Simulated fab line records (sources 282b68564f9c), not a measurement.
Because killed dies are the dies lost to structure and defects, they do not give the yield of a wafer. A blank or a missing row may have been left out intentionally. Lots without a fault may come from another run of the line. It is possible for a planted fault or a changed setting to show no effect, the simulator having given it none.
fab line records | flow rit_cmos
[record] lots = 7 wafers = 21 last_day = 7
route steps=202 shown ACTIVE@19 FOX1@20 FOX2@23 NWELL@28 M1@202
lots with no fault: from the same line, run without faults
start_h: the number of hours between the record's first day and the start of the first shown wafer of the lot | wait_h: time in hours since the lot's previous step | " the same as in the row above | L1.1+2: a row that stands for several wafers | - no value present, or no start provided | * or withheld: withheld | < > ~ a bound
route shown NAME@n: a module of which the file shows steps, and the number in the route of the first | usual: the fault-free wafers' mean and standard deviation | same: alike in all rows | chamber/n: place in a boat | sites: the reading at each site | _std_site: standard deviation of those values | _edge_site: mean of outer sites minus mean of inner sites | radius_mm: how far each site lies from the wafer's centre | mask NAME#n: copy n | behind: the most recent tool/chamber to have shaped the wafer | hold: reason for holding the lot/hours on hold/outcome of the hold | device: names the non-switching transistor (n, p or np) | end of line: tests of these same wafers at the route's end | step lacking rows: just its recipe | killed: the dies lost at the first sort to structure and to defects; this is not the yield of the wafer | map: a wafer's dies, x killed, . not, _ none there
set.NAME: the setting the step ran with; set.NAME@STEP: the setting that earlier step ran with | model.NAME: the simulator's own value behind a step, which no gauge read
lots seen at some steps along the route; tables by step, rows by wafer
services: a tool's chamber out of use, with start hour (start_h, from the record's first day; less than 0 if before it), hours out, and reason
[[steps]]
[step RIT_ACTIVE_CLEAN_17]
[recipe] chemistry = SC2 mix = 3:3:50 time_s = 600 temp_c = 75 dry = n2_spin
[step RIT_FOX1_OXIDATION_00]
[recipe] temp_c = 1100 ambient = H2O target_thk_a = 3507 p_h2o_torr = 720 ox_time_s = 1130
[step RIT_FOX1_THK_MEAS_01]
[recipe] reads = SiO2_of_FOX1_OXIDATION_00
[usual] FOX1_OXIDE_THK = 353/6.2
// columns lot.wafer tool chamber start_h wait_h FOX1_OXIDE_THK[nm]
L352.3 film_metro-01 - 46.87 0.0 354
L352.4 " - " " 348
L352.5 " - " " 350
L354.2 film_metro-01 - 56.99 0.0 357
L354.4 " - " " 358
L354.5 " - " " 353
L357.2 film_metro-04 - 71.95 0.0 359
L357.3 " - " " 358
L357.6 " - " " 354
L358.2 film_metro-01 - 77.31 0.0 341
L358.5 " - " " 339
L358.6 " - " " 343
L359.1 film_metro-04 - 81.82 0.0 348
L359.3 " - " " 345
L359.6 " - " " 346
L363.1 film_metro-02 - 101.94 0.0 343
L363.4 " - " " 341
L363.5 " - " " 343
L367.1 film_metro-01 - 121.83 0.0 363
L367.5 " - " " 366
L367.6 " - " " 363
[step RIT_FOX1_WET_ETCH_02]
[recipe] chemistry = BOE target_depth_nm = 350 time_s = 390 temp_c = 21.5 dry = n2_spin dilution = 10:1 target = SiO2
[step RIT_FOX2_OXIDATION_00]
[recipe] temp_c = 1100 ambient = H2O target_thk_a = 3507 p_h2o_torr = 720 ox_time_s = 1130
[step RIT_FOX2_THK_MEAS_01]
[recipe] reads = SiO2_of_FOX2_OXIDATION_00
[usual] FOX2_OXIDE_THK = 349/7.4
// columns lot.wafer tool chamber start_h wait_h FOX2_OXIDE_THK[nm]
L352.3 film_metro-01 - 48.37 0.0 363
L352.4 " - " " 362
L352.5 " - " " 360
L354.2 film_metro-03 - 58.92 0.0 357
L354.4 " - " " 359
L354.5 " - " " 348
L357.2 film_metro-01 - 73.44 0.0 342
L357.3 " - " " 346
L357.6 " - " " 347
L358.2 film_metro-01 - 78.80 0.0 355
L358.5 " - " " 357
L358.6 " - " " 357
L359.1 film_metro-03 - 83.32 0.0 356
L359.3 " - " " 356
L359.6 " - " " 353
L363.1 film_metro-01 - 103.55 0.0 359
L363.4 " - " " 360
L363.5 " - " " 357
L367.1 film_metro-04 - 123.33 0.0 353
L367.5 " - " " 352
L367.6 " - " " 351
[step RIT_FOX2_CLEAN_02]
[recipe] chemistry = dHF dilution = 50:1 time_s = 180
[step RIT_FOX2_WET_ETCH_03]
[recipe] chemistry = H3PO4 target = Si3N4 target_depth_nm = 195 temp_c = 165 time_s = 2700
[step RIT_FOX2_THK_MEAS_90]
[recipe] reads = SiO2_of_FOX2_OXIDATION_00
[usual] FIELD_OXIDE_LEFT_1_THK = 322/7.4
// columns lot.wafer tool chamber start_h wait_h FIELD_OXIDE_LEFT_1_THK[nm]
L352.3 film_metro-01 - 49.25 0.0 336
L352.4 " - " " 335
L352.5 " - " " 333
L354.2 film_metro-03 - 59.80 0.0 330
L354.4 " - " " 332
L354.5 " - " " 321
L357.2 film_metro-01 - 74.32 0.0 314
L357.3 " - " " 319
L357.6 " - " " 320
L358.2 film_metro-04 - 79.68 0.0 328
L358.5 " - " " 329
L358.6 " - " " 330
L359.1 film_metro-01 - 84.27 0.0 328
L359.3 " - " " 328
L359.6 " - " " 326
L363.1 film_metro-04 - 104.49 0.0 332
L363.4 " - " " 333
L363.5 " - " " 330
L367.1 film_metro-01 - 124.20 0.0 325
L367.5 " - " " 325
L367.6 " - " " 323
[step RIT_NWELL_HMDS_00]
[recipe] prime_time_s = 60 prime_temp_c = 140
[step RIT_NWELL_COAT_01]
[recipe] resist = NOVOLAK spin_rpm = 2000 resist_thk_nm = 1300
[step RIT_NWELL_SOFTBAKE_02]
[recipe] resist = NOVOLAK temp_c = 90 time_s = 60
[step RIT_NWELL_EXPOSE_03]
[recipe] mask_id = M2 na = 0.57 target_cd_nm = 43900 dose_mj = 250
// columns lot.wafer tool chamber start_h wait_h mask model.NWELL.overlay_x_nm
L352.3+4+5 iline_stepper-01 0 49.78 0.1 M2#0 -3.496
L354.2+4+5 iline_stepper-02 0 60.44 0.2 M2#0 0.9786
L357.2+3+6 iline_stepper-02 0 74.84 0.1 M2#0 -149.6
L358.2+5+6 iline_stepper-02 0 80.19 0.1 M2#0 -147.6
L359.1+3+6 iline_stepper-01 0 84.90 0.2 M2#0 -1.903
L363.1+4+5 iline_stepper-02 0 105.12 0.2 M2#0 -150.1
L367.1+5+6 iline_stepper-01 0 124.84 0.2 M2#0 -0.5685
[step RIT_NWELL_PEB_04]
[recipe] resist = NOVOLAK temp_c = withheld time_s = withheld
[step RIT_NWELL_DEVELOP_05]
[recipe] resist = NOVOLAK develop_time_s = 68 dev_temp_c = 21.88
[step RIT_NWELL_OVL_MEAS_06]
[usual] NWELL_OVL = -0.3/1.4
// columns lot.wafer tool chamber start_h wait_h NWELL_OVL[nm]
L352.3 overlay-02 - 50.18 - -2.4
L352.4 " - " " -1.3
L352.5 " - " " -3.2
L354.2 overlay-02 - 60.86 - 0.8
L354.4 " - " " 1.5
L354.5 " - " " 0.9
L357.2 overlay-01 - 75.26 - -149.5
L357.3 " - " " -150.4
L357.6 " - " " -150.5
L358.2 overlay-01 - 80.61 - -147.8
L358.5 " - " " -148.7
L358.6 " - " " -148.9
L359.1 overlay-02 - 85.33 - -1.3
L359.3 " - " " -0.9
L359.6 " - " " -0.8
L363.1 overlay-01 - 105.55 - -149.5
L363.4 " - " " -149.0
L363.5 " - " " -149.7
L367.1 overlay-02 - 125.27 - -0.6
L367.5 " - " " -1.7
L367.6 " - " " -1.3
[step RIT_NWELL_HARDBAKE_07]
[recipe] resist = NOVOLAK temp_c = 140 time_s = 120
[step RIT_M1_PROBE_99]
[usual] killed_at_contacts = 0.1/0.24 killed_at_front_end = 7/3 killed_dies = 7/3 killed_open = 3.2/1.8 killed_short = 3.5/2.1
[same] gross_dies = 264 killed_at_M0_to_M3 = 0 killed_at_M4_up = 0 killed_at_back_side = 0 killed_at_other = 0
// columns lot.wafer tool chamber start_h wait_h killed_at_contacts killed_at_front_end killed_dies killed_open killed_short model.etest.well_edge_right.line_ohm_um model.etest.well_edge_left.line_ohm_um
L352.3 prober-02 - 86.10 0.2 0 10 10 7 3 180.1 179.4
L352.4 prober-02 - 86.15 0.2 0 7 7 3 4 180.5 179.8
L352.5 prober-02 - 86.20 0.2 0 12 12 5 7 181 179.9
L354.2 prober-02 - 96.69 0.1 0 6 6 4 2 177.4 175.3
L354.4 prober-02 - 96.79 0.2 0 5 5 1 4 177.4 181.3
L354.5 prober-02 - 96.84 0.2 0 8 8 4 4 180.8 180.1
L357.2 prober-01 - 111.78 0.1 0 8 8 4 4 189 175.1
L357.3 prober-01 - 111.83 0.2 0 9 9 6 3 193 173.4
L357.6 prober-01 - 111.98 0.2 0 3 3 0 3 189.3 172.4
L358.2 prober-02 - 116.89 0.1 0 7 7 2 5 183.8 174.3
L358.5 prober-02 - 117.04 0.2 0 3 3 2 1 186.8 169.8
L358.6 prober-02 - 117.09 0.2 0 6 6 6 0 183.1 172.8
L359.1 prober-01 - 121.46 0.1 0 6 6 1 5 181.2 180.6
L359.3 prober-01 - 121.56 0.2 0 4 4 2 2 181.8 182.1
L359.6 prober-01 - 121.71 0.2 0 11 11 5 6 179.9 180.8
L363.1 prober-01 - 142.23 0.1 0 9 9 3 6 187.9 172
L363.4 prober-01 - 142.38 0.2 1 7 8 5 3 188.9 173.6
L363.5 prober-01 - 142.43 0.2 0 7 7 3 4 187 173.2
L367.1 prober-01 - 163.72 0.1 0 6 6 3 3 179.7 179.5
L367.5 prober-01 - 163.92 0.2 0 4 4 2 2 176.5 180.5
L367.6 prober-01 - 163.97 0.2 0 5 5 2 3 180.5 180.9
// killed by level:class
L352.3 GATE:geometric_particle:open=3 GATE:geometric_particle:short=2 FOX1:geometric_particle:open=1 FOX2:geometric_particle:open=1 REOX:geometric_particle:open=1 SILICIDE:geometric_particle:open=1 SILICIDE:geometric_particle:short=1
L352.4 GATE:geometric_particle:short=3 REOX:geometric_particle:open=2 SILICIDE:geometric_particle:short=1 SILICIDE:geometric_particle:open=1
L352.5 GATE:geometric_particle:open=2 GATE:geometric_particle:short=2 SPACER:geometric_particle:short=2 FOX1:geometric_particle:open=1 FOX1:geometric_particle:short=1 FOX2:geometric_particle:short=1 REOX:geometric_particle:short=1 SPACER:geometric_particle:open=1
L354.2 SILICIDE:geometric_particle:open=2 FOX1:geometric_particle:short=1 FOX1:geometric_particle:open=1 GATE:geometric_particle:short=1 GATE:geometric_particle:open=1
L354.4 GATE:geometric_particle:short=2 SILICIDE:geometric_particle:short=2 GATE:geometric_particle:open=1
L354.5 GATE:geometric_particle:short=3 FOX1:geometric_particle:open=1 FOX2:geometric_particle:open=1 GATE:geometric_particle:open=1 SPACER:geometric_particle:open=1 SILICIDE:geometric_particle:short=1
L357.2 FOX1:geometric_particle:short=2 GATE:geometric_particle:open=2 FOX1:geometric_particle:open=1 GATE:geometric_particle:short=1 REOX:geometric_particle:open=1 SPACER:geometric_particle:short=1
L357.3 SPACER:geometric_particle:open=4 REOX:geometric_particle:short=2 FOX1:geometric_particle:open=2 GATE:geometric_particle:short=1
L357.6 FOX2:geometric_particle:short=2 GATE:geometric_particle:short=1
L358.2 FOX1:geometric_particle:short=2 FOX2:geometric_particle:short=2 FOX1:geometric_particle:open=1 REOX:geometric_particle:short=1 SILICIDE:geometric_particle:open=1
L358.5 FOX1:geometric_particle:open=1 FOX1:geometric_particle:short=1 SILICIDE:geometric_particle:open=1
L358.6 SPACER:geometric_particle:open=4 FOX1:geometric_particle:open=1 GATE:geometric_particle:open=1
L359.1 GATE:geometric_particle:short=2 FOX1:geometric_particle:open=1 REOX:geometric_particle:short=1 SPACER:geometric_particle:short=1 SILICIDE:geometric_particle:short=1
L359.3 GATE:geometric_particle:open=1 GATE:geometric_particle:short=1 SPACER:geometric_particle:short=1 SPACER:geometric_particle:open=1
L359.6 FOX1:geometric_particle:short=2 FOX1:geometric_particle:open=2 GATE:geometric_particle:short=2 REOX:geometric_particle:open=2 GATE:geometric_particle:open=1 REOX:geometric_particle:short=1 SILICIDE:geometric_particle:short=1
L363.1 REOX:geometric_particle:short=3 GATE:geometric_particle:open=2 GATE:geometric_particle:short=2 REOX:geometric_particle:open=1 SPACER:geometric_particle:short=1
L363.4 GATE:geometric_particle:open=2 SILICIDE:geometric_particle:short=2 FOX1:geometric_particle:open=1 GATE:geometric_particle:short=1 REOX:geometric_particle:open=1 CONTACT:geometric_particle:open=1
L363.5 REOX:geometric_particle:short=2 FOX1:geometric_particle:short=1 FOX1:geometric_particle:open=1 REOX:geometric_particle:open=1 SPACER:geometric_particle:short=1 SILICIDE:geometric_particle:open=1
L367.1 GATE:geometric_particle:open=2 FOX2:geometric_particle:open=1 FOX2:geometric_particle:short=1 GATE:geometric_particle:short=1 REOX:geometric_particle:short=1
L367.5 FOX1:geometric_particle:short=1 FOX2:geometric_particle:open=1 GATE:geometric_particle:short=1 REOX:geometric_particle:open=1
L367.6 FOX1:geometric_particle:open=2 SPACER:geometric_particle:short=2 FOX1:geometric_particle:short=1
[[services]]
// columns tool chamber start_h hours kind
iline_stepper-01 - 73.18 1.7 pm
iline_stepper-02 - 98.88 1.7 pm
[[key]]
[first_sign] step = RIT_NWELL_OVL_MEAS_06 reading = NWELL_OVL direction = down sigmas = 99+ usual = -0.3 struck = -149.3
effect none on later readings
[model_effect] step = RIT_NWELL_EXPOSE_03 value = NWELL.overlay_x_nm without = 0.909 struck = -149.1
[model_effect] step = RIT_M1_PROBE_99 value = etest.well_edge_right.line_ohm_um without = 179.5 struck = 187.6
met_at RIT_NWELL_EXPOSE_03
struck_wafers L357.2,L357.3,L357.6,L358.2,L358.5,L358.6,L363.1,L363.4,L363.5
tester_left_out L357,L358,L363
onset_between 60.44 74.84
[fault] kind = scanner_matching_overlay tool = iline_stepper-02 chamber = - onset_h = 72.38 steps = RIT_NWELL_EXPOSE_03 offset = -150
// tester_left_out: of these lots the tester's yield and bins aren't shown, on N5 and GAA mostly nor the transistor test; their killed dies are dies lost to structure and defects alone, not to doping, threshold or leakage, so they don't give the yield
